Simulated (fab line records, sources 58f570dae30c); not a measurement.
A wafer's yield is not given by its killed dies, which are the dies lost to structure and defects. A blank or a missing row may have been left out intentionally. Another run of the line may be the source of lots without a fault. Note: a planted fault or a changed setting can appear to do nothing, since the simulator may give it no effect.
fab line records / flow berkeley_cmos170
[record] lots = 7 wafers = 21 last_day = 12
route steps=331 shown ACTIVE@72 PFIELD@79
lots untouched by any fault: they come from a run of this same line in which no faults occurred
start_h: hours from the record's opening day to when the first of the lot's shown wafers began / wait_h: how many hours have passed since the lot's step before this one / " unchanged from the row above / L1.1+2: a single row standing in for several wafers / - value missing, or start not given / * or withheld: withheld / < > ~ a bound
route shown NAME@n: names a module that has steps shown in the file, with the first one's number in the route / usual: mean/standard deviation of fault-free wafers / same: alike in all rows / chamber/n: place in a boat / sites: the reading at each site / _std_site: standard deviation across them / _edge_site: outer sites' mean less inner sites' / radius_mm: how far each site lies from the wafer's centre / mask NAME#n: copy n / behind: tool/chamber where the wafer was last shaped / hold: why the lot was held/for how many hours/how that ended / device: names the non-switching transistor (n, p or np) / end of line: the same wafers' tests at the end of the route / for a step that has no rows: nothing shown but its recipe / killed: not the wafer's yield, but the dies lost to structure and defects at the first sort / map: dies across one wafer; x = killed, . = not, _ = none there
set.NAME: setting as actually run; set.NAME@STEP: the setting as run at that earlier step / model.NAME: the simulator's own value behind a step, which no gauge read
lots seen at some steps along the route; tables by step, rows by wafer
services: the hour from which a tool's chamber was out of use, counted from the record's first day as start_h (under 0 if before that day), plus the number of hours and why
[[steps]]
[step UCB170_ACTIVE_DEVELOP_12]
[recipe] developer = TMAH develop_time_s = 45 resist = KrF dev_temp_c = 21
[step UCB170_ACTIVE_CD_MEAS_13]
[recipe] target_cd_nm = 1200
[usual] cd_nm = 1200.1/1.2
lot.wafer=L620.1 tool=cd_sem-02 chamber=- start_h=94.48 wait_h=- cd_nm=1201.3
lot.wafer=L620.4 tool=cd_sem-02 chamber=- start_h=94.48 wait_h=- cd_nm=1201.0
lot.wafer=L620.5 tool=cd_sem-02 chamber=- start_h=94.48 wait_h=- cd_nm=1200.6
lot.wafer=L626.1 tool=cd_sem-02 chamber=- start_h=118.10 wait_h=- cd_nm=1199.7
lot.wafer=L626.2 tool=cd_sem-02 chamber=- start_h=118.10 wait_h=- cd_nm=1199.7
lot.wafer=L626.5 tool=cd_sem-02 chamber=- start_h=118.10 wait_h=- cd_nm=1199.6
lot.wafer=L631.2 tool=cd_sem-01 chamber=- start_h=144.92 wait_h=- cd_nm=1200.2
lot.wafer=L631.4 tool=cd_sem-01 chamber=- start_h=144.92 wait_h=- cd_nm=1197.3
lot.wafer=L631.5 tool=cd_sem-01 chamber=- start_h=144.92 wait_h=- cd_nm=1198.6
lot.wafer=L635.1 tool=cd_sem-02 chamber=- start_h=174.50 wait_h=- cd_nm=1198.9
lot.wafer=L635.2 tool=cd_sem-02 chamber=- start_h=174.50 wait_h=- cd_nm=1197.2
lot.wafer=L635.6 tool=cd_sem-02 chamber=- start_h=174.50 wait_h=- cd_nm=1198.6
lot.wafer=L634.1 tool=cd_sem-01 chamber=- start_h=174.65 wait_h=- cd_nm=1199.6
lot.wafer=L634.2 tool=cd_sem-01 chamber=- start_h=174.65 wait_h=- cd_nm=1197.6
lot.wafer=L634.4 tool=cd_sem-01 chamber=- start_h=174.65 wait_h=- cd_nm=1199.6
lot.wafer=L636.4 tool=cd_sem-01 chamber=- start_h=174.95 wait_h=- cd_nm=1200.7
lot.wafer=L636.5 tool=cd_sem-01 chamber=- start_h=174.95 wait_h=- cd_nm=1200.0
lot.wafer=L636.6 tool=cd_sem-01 chamber=- start_h=174.95 wait_h=- cd_nm=1200.4
lot.wafer=L640.1 tool=cd_sem-01 chamber=- start_h=197.13 wait_h=- cd_nm=1199.9
lot.wafer=L640.2 tool=cd_sem-01 chamber=- start_h=197.13 wait_h=- cd_nm=1201.5
lot.wafer=L640.4 tool=cd_sem-01 chamber=- start_h=197.13 wait_h=- cd_nm=1202.3
[step UCB170_ACTIVE_OVL_MEAS_14]
[usual] ACTIVE_OVL = -3/4.7
lot.wafer=L620.1 tool=overlay-01 chamber=- start_h=94.60 wait_h=0.1 ACTIVE_OVL[nm]=-2
lot.wafer=L620.4 tool=overlay-01 chamber=- start_h=94.60 wait_h=0.1 ACTIVE_OVL[nm]=-8
lot.wafer=L620.5 tool=overlay-01 chamber=- start_h=94.60 wait_h=0.1 ACTIVE_OVL[nm]=-1
lot.wafer=L626.1 tool=overlay-01 chamber=- start_h=118.22 wait_h=0.1 ACTIVE_OVL[nm]=-4
lot.wafer=L626.2 tool=overlay-01 chamber=- start_h=118.22 wait_h=0.1 ACTIVE_OVL[nm]=-2
lot.wafer=L626.5 tool=overlay-01 chamber=- start_h=118.22 wait_h=0.1 ACTIVE_OVL[nm]=3
lot.wafer=L631.2 tool=overlay-01 chamber=- start_h=145.03 wait_h=0.1 ACTIVE_OVL[nm]=0
lot.wafer=L631.4 tool=overlay-01 chamber=- start_h=145.03 wait_h=0.1 ACTIVE_OVL[nm]=-1
lot.wafer=L631.5 tool=overlay-01 chamber=- start_h=145.03 wait_h=0.1 ACTIVE_OVL[nm]=-3
lot.wafer=L635.1 tool=overlay-02 chamber=- start_h=174.62 wait_h=0.1 ACTIVE_OVL[nm]=-3
lot.wafer=L635.2 tool=overlay-02 chamber=- start_h=174.62 wait_h=0.1 ACTIVE_OVL[nm]=0
lot.wafer=L635.6 tool=overlay-02 chamber=- start_h=174.62 wait_h=0.1 ACTIVE_OVL[nm]=-1
lot.wafer=L634.1 tool=overlay-01 chamber=- start_h=174.77 wait_h=0.1 ACTIVE_OVL[nm]=-9
lot.wafer=L634.2 tool=overlay-01 chamber=- start_h=174.77 wait_h=0.1 ACTIVE_OVL[nm]=-10
lot.wafer=L634.4 tool=overlay-01 chamber=- start_h=174.77 wait_h=0.1 ACTIVE_OVL[nm]=-6
lot.wafer=L636.4 tool=overlay-01 chamber=- start_h=175.03 wait_h=0.1 ACTIVE_OVL[nm]=-3
lot.wafer=L636.5 tool=overlay-01 chamber=- start_h=175.03 wait_h=0.1 ACTIVE_OVL[nm]=3
lot.wafer=L636.6 tool=overlay-01 chamber=- start_h=175.03 wait_h=0.1 ACTIVE_OVL[nm]=-2
lot.wafer=L640.1 tool=overlay-01 chamber=- start_h=197.25 wait_h=0.1 ACTIVE_OVL[nm]=0
lot.wafer=L640.2 tool=overlay-01 chamber=- start_h=197.25 wait_h=0.1 ACTIVE_OVL[nm]=-2
lot.wafer=L640.4 tool=overlay-01 chamber=- start_h=197.25 wait_h=0.1 ACTIVE_OVL[nm]=-3
[step UCB170_ACTIVE_ETCH_15]
[recipe] chemistry = CH3F/Ar/O2 target = Si3N4 stop_on = SiO2 CH3F_flow_sccm = 20 Ar_flow_sccm = 50 O2_flow_sccm = 7 pressure_mtorr = 50 rf_w = 450 target_depth_a = 2420 over_etch_frac = 0.09448 time_s = 151
[usual] drypump_motor_current_A = 5.7/0.38 mfc_ar_sccm = 50.02/0.15 oes_product_au = 0.952/0.019 throttle_valve_pct = 8.11/0.13
lot.wafer=L620.1 tool=rie_diel-02 chamber=0 start_h=94.64 wait_h=0.0 drypump_motor_current_A=5.2 mfc_ar_sccm=50.10 oes_product_au=0.906 rf_hours_counter_h=73 throttle_valve_pct=8.10
lot.wafer=L620.4 tool=rie_diel-02 chamber=3 start_h=94.64 wait_h=0.0 drypump_motor_current_A=5.8 mfc_ar_sccm=49.89 oes_product_au=0.955 rf_hours_counter_h=83 throttle_valve_pct=8.04
lot.wafer=L620.5 tool=rie_diel-02 chamber=0 start_h=94.64 wait_h=0.0 drypump_motor_current_A=5.2 mfc_ar_sccm=50.12 oes_product_au=0.930 rf_hours_counter_h=- throttle_valve_pct=8.09
lot.wafer=L626.1 tool=rie_diel-03 chamber=3 start_h=118.25 wait_h=0.0 drypump_motor_current_A=5.0 mfc_ar_sccm=50.08 oes_product_au=0.939 rf_hours_counter_h=138 throttle_valve_pct=8.12
lot.wafer=L626.2 tool=rie_diel-03 chamber=1 start_h=118.25 wait_h=0.0 drypump_motor_current_A=5.4 mfc_ar_sccm=50.08 oes_product_au=0.991 rf_hours_counter_h=9 throttle_valve_pct=7.86
lot.wafer=L626.5 tool=rie_diel-03 chamber=1 start_h=118.25 wait_h=0.0 drypump_motor_current_A=5.4 mfc_ar_sccm=49.94 oes_product_au=0.981 rf_hours_counter_h=- throttle_valve_pct=7.85
lot.wafer=L631.2 tool=rie_diel-03 chamber=1 start_h=145.06 wait_h=0.0 drypump_motor_current_A=5.4 mfc_ar_sccm=49.98 oes_product_au=0.986 rf_hours_counter_h=10 throttle_valve_pct=7.86
lot.wafer=L631.4 tool=rie_diel-03 chamber=1 start_h=145.06 wait_h=0.0 drypump_motor_current_A=5.4 mfc_ar_sccm=50.02 oes_product_au=0.977 rf_hours_counter_h=- throttle_valve_pct=7.84
lot.wafer=L631.5 tool=rie_diel-03 chamber=2 start_h=145.06 wait_h=0.0 drypump_motor_current_A=5.5 mfc_ar_sccm=50.10 oes_product_au=0.952 rf_hours_counter_h=- throttle_valve_pct=8.24
lot.wafer=L635.1 tool=rie_diel-03 chamber=1 start_h=174.65 wait_h=0.0 drypump_motor_current_A=5.4 mfc_ar_sccm=50.20 oes_product_au=0.964 rf_hours_counter_h=11 throttle_valve_pct=7.87
lot.wafer=L635.2 tool=rie_diel-03 chamber=3 start_h=174.65 wait_h=0.0 drypump_motor_current_A=5.0 mfc_ar_sccm=49.92 oes_product_au=0.934 rf_hours_counter_h=141 throttle_valve_pct=8.14
lot.wafer=L635.6 tool=rie_diel-03 chamber=3 start_h=174.65 wait_h=0.0 drypump_motor_current_A=5.1 mfc_ar_sccm=50.07 oes_product_au=0.932 rf_hours_counter_h=- throttle_valve_pct=8.13
lot.wafer=L634.1 tool=rie_diel-02 chamber=1 start_h=174.81 wait_h=0.0 drypump_motor_current_A=5.4 mfc_ar_sccm=50.03 oes_product_au=0.916 rf_hours_counter_h=104 throttle_valve_pct=8.08
lot.wafer=L634.2 tool=rie_diel-02 chamber=2 start_h=174.81 wait_h=0.0 drypump_motor_current_A=6.2 mfc_ar_sccm=50.20 oes_product_au=0.948 rf_hours_counter_h=148 throttle_valve_pct=7.98
lot.wafer=L634.4 tool=rie_diel-02 chamber=3 start_h=174.81 wait_h=0.0 drypump_motor_current_A=5.8 mfc_ar_sccm=50.03 oes_product_au=0.955 rf_hours_counter_h=87 throttle_valve_pct=8.03
lot.wafer=L636.4 tool=rie_diel-01 chamber=3 start_h=175.05 wait_h=0.0 drypump_motor_current_A=6.4 mfc_ar_sccm=50.06 oes_product_au=0.967 rf_hours_counter_h=55 throttle_valve_pct=8.20
lot.wafer=L636.5 tool=rie_diel-01 chamber=2 start_h=175.05 wait_h=0.0 drypump_motor_current_A=5.9 mfc_ar_sccm=49.91 oes_product_au=0.939 rf_hours_counter_h=- throttle_valve_pct=8.06
lot.wafer=L636.6 tool=rie_diel-01 chamber=3 start_h=175.05 wait_h=0.0 drypump_motor_current_A=6.4 mfc_ar_sccm=50.08 oes_product_au=0.969 rf_hours_counter_h=- throttle_valve_pct=8.20
lot.wafer=L640.1 tool=rie_diel-03 chamber=2 start_h=197.29 wait_h=0.0 drypump_motor_current_A=5.5 mfc_ar_sccm=49.94 oes_product_au=0.949 rf_hours_counter_h=3 throttle_valve_pct=8.24
lot.wafer=L640.2 tool=rie_diel-03 chamber=0 start_h=197.29 wait_h=0.0 drypump_motor_current_A=5.6 mfc_ar_sccm=50.04 oes_product_au=0.942 rf_hours_counter_h=76 throttle_valve_pct=8.18
lot.wafer=L640.4 tool=rie_diel-03 chamber=3 start_h=197.29 wait_h=0.0 drypump_motor_current_A=5.1 mfc_ar_sccm=49.93 oes_product_au=0.942 rf_hours_counter_h=141 throttle_valve_pct=8.13
[step UCB170_ACTIVE_STRIP_16]
[recipe] chemistry = O2 power_w = 400 pressure_mtorr = 3500 platen_temp_c = withheld o2_flow_sccm = 400 overash_fraction = 0.5
[usual] drypump_motor_current_A = 5.9/0.35 oes_product_au = 0.721/0.0046 strip_time_to_endpoint_s = 18.11/0.13
lot.wafer=L620.1 tool=plasma_asher-03 chamber=1 start_h=94.74 wait_h=0.1 drypump_motor_current_A=5.8 oes_product_au=0.720 rf_hours_counter_h=39 strip_time_to_endpoint_s=18.21
lot.wafer=L620.4 tool=plasma_asher-03 chamber=1 start_h=94.74 wait_h=0.1 drypump_motor_current_A=5.8 oes_product_au=0.716 rf_hours_counter_h=- strip_time_to_endpoint_s=18.02
lot.wafer=L620.5 tool=plasma_asher-03 chamber=0 start_h=94.74 wait_h=0.1 drypump_motor_current_A=5.7 oes_product_au=0.720 rf_hours_counter_h=- strip_time_to_endpoint_s=18.13
lot.wafer=L626.1 tool=plasma_asher-03 chamber=0 start_h=118.35 wait_h=0.1 drypump_motor_current_A=5.7 oes_product_au=0.722 rf_hours_counter_h=42 strip_time_to_endpoint_s=18.23
lot.wafer=L626.2 tool=plasma_asher-03 chamber=1 start_h=118.35 wait_h=0.1 drypump_motor_current_A=5.8 oes_product_au=0.724 rf_hours_counter_h=42 strip_time_to_endpoint_s=18.11
lot.wafer=L626.5 tool=plasma_asher-03 chamber=0 start_h=118.35 wait_h=0.1 drypump_motor_current_A=5.7 oes_product_au=0.719 rf_hours_counter_h=- strip_time_to_endpoint_s=18.10
lot.wafer=L631.2 tool=plasma_asher-01 chamber=1 start_h=145.16 wait_h=0.1 drypump_motor_current_A=5.9 oes_product_au=0.714 rf_hours_counter_h=35 strip_time_to_endpoint_s=18.20
lot.wafer=L631.4 tool=plasma_asher-01 chamber=0 start_h=145.16 wait_h=0.1 drypump_motor_current_A=6.6 oes_product_au=0.723 rf_hours_counter_h=- strip_time_to_endpoint_s=18.22
lot.wafer=L631.5 tool=plasma_asher-01 chamber=1 start_h=145.16 wait_h=0.1 drypump_motor_current_A=5.9 oes_product_au=0.722 rf_hours_counter_h=- strip_time_to_endpoint_s=18.26
lot.wafer=L635.1 tool=plasma_asher-01 chamber=0 start_h=174.76 wait_h=0.1 drypump_motor_current_A=6.6 oes_product_au=0.720 rf_hours_counter_h=38 strip_time_to_endpoint_s=18.14
lot.wafer=L635.2 tool=plasma_asher-01 chamber=1 start_h=174.76 wait_h=0.1 drypump_motor_current_A=5.9 oes_product_au=0.724 rf_hours_counter_h=38 strip_time_to_endpoint_s=18.27
lot.wafer=L635.6 tool=plasma_asher-01 chamber=1 start_h=174.76 wait_h=0.1 drypump_motor_current_A=5.9 oes_product_au=0.720 rf_hours_counter_h=- strip_time_to_endpoint_s=18.13
lot.wafer=L634.1 tool=plasma_asher-03 chamber=1 start_h=174.91 wait_h=0.1 drypump_motor_current_A=5.9 oes_product_au=0.717 rf_hours_counter_h=47 strip_time_to_endpoint_s=18.12
lot.wafer=L634.2 tool=plasma_asher-03 chamber=0 start_h=174.91 wait_h=0.1 drypump_motor_current_A=5.7 oes_product_au=0.726 rf_hours_counter_h=47 strip_time_to_endpoint_s=18.11
lot.wafer=L634.4 tool=plasma_asher-03 chamber=0 start_h=174.91 wait_h=0.1 drypump_motor_current_A=5.7 oes_product_au=0.724 rf_hours_counter_h=- strip_time_to_endpoint_s=18.15
lot.wafer=L636.4 tool=plasma_asher-01 chamber=0 start_h=175.18 wait_h=0.1 drypump_motor_current_A=6.6 oes_product_au=0.732 rf_hours_counter_h=- strip_time_to_endpoint_s=18.03
lot.wafer=L636.5 tool=plasma_asher-01 chamber=1 start_h=175.18 wait_h=0.1 drypump_motor_current_A=5.9 oes_product_au=0.727 rf_hours_counter_h=- strip_time_to_endpoint_s=18.14
lot.wafer=L636.6 tool=plasma_asher-01 chamber=0 start_h=175.18 wait_h=0.1 drypump_motor_current_A=6.6 oes_product_au=0.723 rf_hours_counter_h=- strip_time_to_endpoint_s=18.00
lot.wafer=L640.1 tool=plasma_asher-01 chamber=0 start_h=197.39 wait_h=0.1 drypump_motor_current_A=6.6 oes_product_au=0.713 rf_hours_counter_h=40 strip_time_to_endpoint_s=18.07
lot.wafer=L640.2 tool=plasma_asher-01 chamber=1 start_h=197.39 wait_h=0.1 drypump_motor_current_A=5.9 oes_product_au=0.716 rf_hours_counter_h=40 strip_time_to_endpoint_s=18.03
lot.wafer=L640.4 tool=plasma_asher-01 chamber=0 start_h=197.39 wait_h=0.1 drypump_motor_current_A=6.6 oes_product_au=0.720 rf_hours_counter_h=- strip_time_to_endpoint_s=18.21
[step UCB170_ACTIVE_CD_MEAS_90]
[recipe] target_cd_nm = 1200
[usual] cd_nm = 1200.1/1.2
lot.wafer=L620.1 tool=cd_sem-01 chamber=- start_h=94.84 wait_h=0.1 cd_nm=1201.2
lot.wafer=L620.4 tool=cd_sem-01 chamber=- start_h=94.84 wait_h=0.1 cd_nm=1200.7
lot.wafer=L620.5 tool=cd_sem-01 chamber=- start_h=94.84 wait_h=0.1 cd_nm=1201.1
lot.wafer=L626.1 tool=cd_sem-02 chamber=- start_h=118.45 wait_h=0.1 cd_nm=1200.6
lot.wafer=L626.2 tool=cd_sem-02 chamber=- start_h=118.45 wait_h=0.1 cd_nm=1200.2
lot.wafer=L626.5 tool=cd_sem-02 chamber=- start_h=118.45 wait_h=0.1 cd_nm=1200.4
lot.wafer=L631.2 tool=cd_sem-01 chamber=- start_h=145.28 wait_h=0.1 cd_nm=1200.3
lot.wafer=L631.4 tool=cd_sem-01 chamber=- start_h=145.28 wait_h=0.1 cd_nm=1197.4
lot.wafer=L631.5 tool=cd_sem-01 chamber=- start_h=145.28 wait_h=0.1 cd_nm=1198.6
lot.wafer=L635.1 tool=cd_sem-02 chamber=- start_h=174.86 wait_h=0.1 cd_nm=1199.3
lot.wafer=L635.2 tool=cd_sem-02 chamber=- start_h=174.86 wait_h=0.1 cd_nm=1198.2
lot.wafer=L635.6 tool=cd_sem-02 chamber=- start_h=174.86 wait_h=0.1 cd_nm=1198.6
lot.wafer=L634.1 tool=cd_sem-01 chamber=- start_h=175.01 wait_h=0.1 cd_nm=1199.4
lot.wafer=L634.2 tool=cd_sem-01 chamber=- start_h=175.01 wait_h=0.1 cd_nm=1197.6
lot.wafer=L634.4 tool=cd_sem-01 chamber=- start_h=175.01 wait_h=0.1 cd_nm=1198.8
lot.wafer=L636.4 tool=cd_sem-02 chamber=- start_h=175.31 wait_h=0.1 cd_nm=1200.9
lot.wafer=L636.5 tool=cd_sem-02 chamber=- start_h=175.31 wait_h=0.1 cd_nm=1199.6
lot.wafer=L636.6 tool=cd_sem-02 chamber=- start_h=175.31 wait_h=0.1 cd_nm=1200.1
lot.wafer=L640.1 tool=cd_sem-02 chamber=- start_h=197.49 wait_h=0.1 cd_nm=1200.0
lot.wafer=L640.2 tool=cd_sem-02 chamber=- start_h=197.49 wait_h=0.1 cd_nm=1201.9
lot.wafer=L640.4 tool=cd_sem-02 chamber=- start_h=197.49 wait_h=0.1 cd_nm=1202.1
[step UCB170_ACTIVE_CLEAN_17]
[recipe] chemistry = SPM temp_c = 120 time_s = 600
[step UCB170_PFIELD_HMDS_00]
[recipe] prime_time_s = 60 prime_temp_c = 100
[step UCB170_PFIELD_COAT_01]
[recipe] resist = KrF spin_rpm = 1500 resist_thk_nm = 900
[step UCB170_PFIELD_SOFTBAKE_02]
[recipe] resist = KrF temp_c = 130 time_s = 60
[step UCB170_PFIELD_EXPOSE_03]
[recipe] mask_id = PFIELD na = 0.5 sigma_outer = 0.6 source_shape = conventional target_cd_nm = 1500 dose_mj = 30
[step UCB170_PFIELD_PEB_04]
[recipe] peb_temp_c = 130 peb_time_s = withheld resist = KrF
[step UCB170_PFIELD_DEVELOP_05]
[recipe] developer = TMAH develop_time_s = 45 resist = KrF dev_temp_c = 21
[usual] chill_plate_temp_C = 23.00/0.11 develop_time_s = 45/0
lot.wafer=L620.1 tool=litho_track-04 chamber=0 start_h=97 wait_h=- chill_plate_temp_C=22.90 develop_time_s=45 model.KrF_of_PFIELD_COAT_01.thk_nm=889
lot.wafer=L620.4 tool=litho_track-04 chamber=0 start_h=97 wait_h=- chill_plate_temp_C=22.97 develop_time_s=45 model.KrF_of_PFIELD_COAT_01.thk_nm=891.3
lot.wafer=L620.5 tool=litho_track-04 chamber=0 start_h=97 wait_h=- chill_plate_temp_C=22.95 develop_time_s=45 model.KrF_of_PFIELD_COAT_01.thk_nm=890
lot.wafer=L626.1 tool=litho_track-03 chamber=0 start_h=123 wait_h=- chill_plate_temp_C=22.97 develop_time_s=45 model.KrF_of_PFIELD_COAT_01.thk_nm=888.9
lot.wafer=L626.2 tool=litho_track-03 chamber=0 start_h=123 wait_h=- chill_plate_temp_C=23.12 develop_time_s=45 model.KrF_of_PFIELD_COAT_01.thk_nm=888.4
lot.wafer=L626.5 tool=litho_track-03 chamber=0 start_h=123 wait_h=- chill_plate_temp_C=23.02 develop_time_s=45 model.KrF_of_PFIELD_COAT_01.thk_nm=887
lot.wafer=L631.2 tool=litho_track-02 chamber=0 start_h=146 wait_h=- chill_plate_temp_C=22.95 develop_time_s=45 model.KrF_of_PFIELD_COAT_01.thk_nm=887.2
lot.wafer=L631.4 tool=litho_track-02 chamber=0 start_h=146 wait_h=- chill_plate_temp_C=23.05 develop_time_s=45 model.KrF_of_PFIELD_COAT_01.thk_nm=885.8
lot.wafer=L631.5 tool=litho_track-02 chamber=0 start_h=146 wait_h=- chill_plate_temp_C=22.99 develop_time_s=45 model.KrF_of_PFIELD_COAT_01.thk_nm=886.8
lot.wafer=L634.1 tool=litho_track-04 chamber=- start_h=178 wait_h=- chill_plate_temp_C=- develop_time_s=- model.KrF_of_PFIELD_COAT_01.thk_nm=905.3
lot.wafer=L634.2 tool=litho_track-04 chamber=- start_h=178 wait_h=- chill_plate_temp_C=- develop_time_s=- model.KrF_of_PFIELD_COAT_01.thk_nm=905
lot.wafer=L634.4 tool=litho_track-04 chamber=- start_h=178 wait_h=- chill_plate_temp_C=- develop_time_s=- model.KrF_of_PFIELD_COAT_01.thk_nm=907.8
lot.wafer=L635.1 tool=litho_track-04 chamber=- start_h=178 wait_h=- chill_plate_temp_C=- develop_time_s=- model.KrF_of_PFIELD_COAT_01.thk_nm=900.6
lot.wafer=L635.2 tool=litho_track-04 chamber=- start_h=178 wait_h=- chill_plate_temp_C=- develop_time_s=- model.KrF_of_PFIELD_COAT_01.thk_nm=902
lot.wafer=L635.6 tool=litho_track-04 chamber=- start_h=178 wait_h=- chill_plate_temp_C=- develop_time_s=- model.KrF_of_PFIELD_COAT_01.thk_nm=901.8
lot.wafer=L636.4 tool=litho_track-02 chamber=- start_h=179 wait_h=- chill_plate_temp_C=- develop_time_s=- model.KrF_of_PFIELD_COAT_01.thk_nm=901.3
lot.wafer=L636.5 tool=litho_track-02 chamber=- start_h=179 wait_h=- chill_plate_temp_C=- develop_time_s=- model.KrF_of_PFIELD_COAT_01.thk_nm=900.2
lot.wafer=L636.6 tool=litho_track-02 chamber=- start_h=179 wait_h=- chill_plate_temp_C=- develop_time_s=- model.KrF_of_PFIELD_COAT_01.thk_nm=897.2
lot.wafer=L640.1 tool=litho_track-03 chamber=0 start_h=199 wait_h=- chill_plate_temp_C=22.95 develop_time_s=45 model.KrF_of_PFIELD_COAT_01.thk_nm=883.8
lot.wafer=L640.2 tool=litho_track-03 chamber=0 start_h=199 wait_h=- chill_plate_temp_C=22.90 develop_time_s=45 model.KrF_of_PFIELD_COAT_01.thk_nm=882.1
lot.wafer=L640.4 tool=litho_track-03 chamber=0 start_h=199 wait_h=- chill_plate_temp_C=23.03 develop_time_s=45 model.KrF_of_PFIELD_COAT_01.thk_nm=879.3
[step UCB170_PFIELD_OVL_MEAS_06]
[usual] PFIELD_OVL = -3/5.8
lot.wafer=L620.1 tool=overlay-02 chamber=- start_h=97.33 wait_h=- PFIELD_OVL[nm]=1
lot.wafer=L620.4 tool=overlay-02 chamber=- start_h=97.33 wait_h=- PFIELD_OVL[nm]=-3
lot.wafer=L620.5 tool=overlay-02 chamber=- start_h=97.33 wait_h=- PFIELD_OVL[nm]=-3
lot.wafer=L626.1 tool=overlay-01 chamber=- start_h=123.25 wait_h=- PFIELD_OVL[nm]=2
lot.wafer=L626.2 tool=overlay-01 chamber=- start_h=123.25 wait_h=- PFIELD_OVL[nm]=2
lot.wafer=L626.5 tool=overlay-01 chamber=- start_h=123.25 wait_h=- PFIELD_OVL[nm]=-4
lot.wafer=L631.2 tool=overlay-01 chamber=- start_h=146.96 wait_h=- PFIELD_OVL[nm]=-5
lot.wafer=L631.4 tool=overlay-01 chamber=- start_h=146.96 wait_h=- PFIELD_OVL[nm]=1
lot.wafer=L631.5 tool=overlay-01 chamber=- start_h=146.96 wait_h=- PFIELD_OVL[nm]=-3
lot.wafer=L634.1 tool=overlay-01 chamber=- start_h=178.69 wait_h=- PFIELD_OVL[nm]=-
lot.wafer=L634.2 tool=overlay-01 chamber=- start_h=178.69 wait_h=- PFIELD_OVL[nm]=-
lot.wafer=L634.4 tool=overlay-01 chamber=- start_h=178.69 wait_h=- PFIELD_OVL[nm]=-
lot.wafer=L635.1 tool=overlay-01 chamber=- start_h=178.96 wait_h=- PFIELD_OVL[nm]=-
lot.wafer=L635.2 tool=overlay-01 chamber=- start_h=178.96 wait_h=- PFIELD_OVL[nm]=-
lot.wafer=L635.6 tool=overlay-01 chamber=- start_h=178.96 wait_h=- PFIELD_OVL[nm]=-
lot.wafer=L636.4 tool=overlay-02 chamber=- start_h=179.15 wait_h=- PFIELD_OVL[nm]=-
lot.wafer=L636.5 tool=overlay-02 chamber=- start_h=179.15 wait_h=- PFIELD_OVL[nm]=-
lot.wafer=L636.6 tool=overlay-02 chamber=- start_h=179.15 wait_h=- PFIELD_OVL[nm]=-
lot.wafer=L640.1 tool=overlay-02 chamber=- start_h=199.20 wait_h=- PFIELD_OVL[nm]=-6
lot.wafer=L640.2 tool=overlay-02 chamber=- start_h=199.20 wait_h=- PFIELD_OVL[nm]=0
lot.wafer=L640.4 tool=overlay-02 chamber=- start_h=199.20 wait_h=- PFIELD_OVL[nm]=-3
[[services]]
tool=rie_diel-03 chamber=2 start_h=82.93 hours=- kind=clean
tool=rie_diel-03 chamber=2 start_h=82.93 hours=15.6 kind=scheduled_down
tool=rie_diel-03 chamber=2 start_h=82.93 hours=15.6 kind=vent_cycle
tool=rie_diel-03 chamber=0 start_h=143.74 hours=3.4 kind=repair
tool=rie_diel-03 chamber=- start_h=160.25 hours=2.2 kind=repair
tool=rie_diel-02 chamber=2 start_h=196.61 hours=- kind=clean
tool=rie_diel-02 chamber=2 start_h=196.61 hours=15.1 kind=scheduled_down
tool=rie_diel-02 chamber=2 start_h=196.61 hours=15.1 kind=vent_cycle
[[key]]
[first_sign] step = UCB170_PFIELD_DEVELOP_05 reading = tool_record direction = missing
effect none on later readings
[model_effect] step = UCB170_PFIELD_DEVELOP_05 value = KrF_of_PFIELD_COAT_01.thk_nm without = 888.2 struck = 902.4
met_at UCB170_PFIELD_DEVELOP_05
struck_wafers L634.1,L634.2,L634.4,L635.1,L635.2,L635.6,L636.4,L636.5,L636.6
sort_left_out L634.1,L634.2,L634.4,L635.1,L635.2,L635.6,L636.4,L636.5,L636.6
tester_left_out L634,L635,L636
[fault] kind = skipped_step_whole tool = litho_track-02,litho_track-04 chamber = - onset_h = 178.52 steps = UCB170_PFIELD_DEVELOP_05 scope = struck_lots_only
// tester_left_out: of these lots the tester's yield and bins aren't shown, on N5 and GAA mostly nor the transistor test; their killed dies are dies lost to structure and defects alone, not to doping, threshold or leakage, so they don't give the yield
// sort_left_out: the simulated sort isn't trusted on such a fault, so these wafers' sort isn't shown, and their yield isn't known
